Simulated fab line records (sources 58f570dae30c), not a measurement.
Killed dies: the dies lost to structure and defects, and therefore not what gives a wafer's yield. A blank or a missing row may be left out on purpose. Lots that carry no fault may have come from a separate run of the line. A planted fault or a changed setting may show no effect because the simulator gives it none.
Matching of chambers || flow berkeley cmos170 || 4 sister chambers for UCB170_CONTACT_ETCH_18 on rie diel-04
The step etches PSG in CHF3/CF4/Ar, stops on TiSi2, target depth 840 nm, time 195 s. 4 wafers are shown with their chamber, then 6 later ones without.

## EACH WAFER AND ITS CHAMBER
{"wafer": "L976.3", "chamber": 3, "drypump motor current A (A)": 5.5}
{"wafer": "L979.4", "chamber": 0, "drypump motor current A (A)": 5.8}
{"wafer": "L983.2", "chamber": 2, "drypump motor current A (A)": 6.2}
{"wafer": "L983.4", "chamber": 1, "drypump motor current A (A)": 5.5}

## WAFERS WITH NO CHAMBER GIVEN
{"wafer": "L983.5", "drypump motor current A (A)": 5.5}
{"wafer": "L985.1", "drypump motor current A (A)": 6.2}
{"wafer": "L985.4", "drypump motor current A (A)": 5.5}
{"wafer": "L985.5", "drypump motor current A (A)": 5.9}
{"wafer": "L993.1", "drypump motor current A (A)": 5.4}
{"wafer": "L993.4", "drypump motor current A (A)": 5.5}

## THE CHAMBER EACH PASSED THROUGH
{"wafer": "L983.5", "from the rows above": "can't be placed: 1 or 3", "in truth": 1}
{"wafer": "L985.1", "from the rows above": 2, "in truth": 2}
{"wafer": "L985.4", "from the rows above": "can't be placed: 1 or 3", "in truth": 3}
{"wafer": "L985.5", "from the rows above": 0, "in truth": 0}
{"wafer": "L993.1", "from the rows above": "can't be placed: 1 or 3", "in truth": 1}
{"wafer": "L993.4", "from the rows above": "can't be placed: 1 or 3", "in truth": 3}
2 of 6 placed correctly. From these rows, 4 cannot be placed; in 4 the true chamber is one of the candidates. Placed wrongly: 0.
How it was worked out, from the rows above alone: a wafer's distance from a chamber is the root of the sum, over the readings, of the square of ((its reading less the chamber's mean) divided by the reading's scatter). If the next closest chamber is less than 2 further off than the closest, the wafer can't be placed; otherwise it belongs to the closest. The mean given for a chamber averages the wafers shown for that chamber. The scatter: with one shown wafer a chamber, the root of the mean of the squares of how far each hidden wafer lies from its nearest shown one.
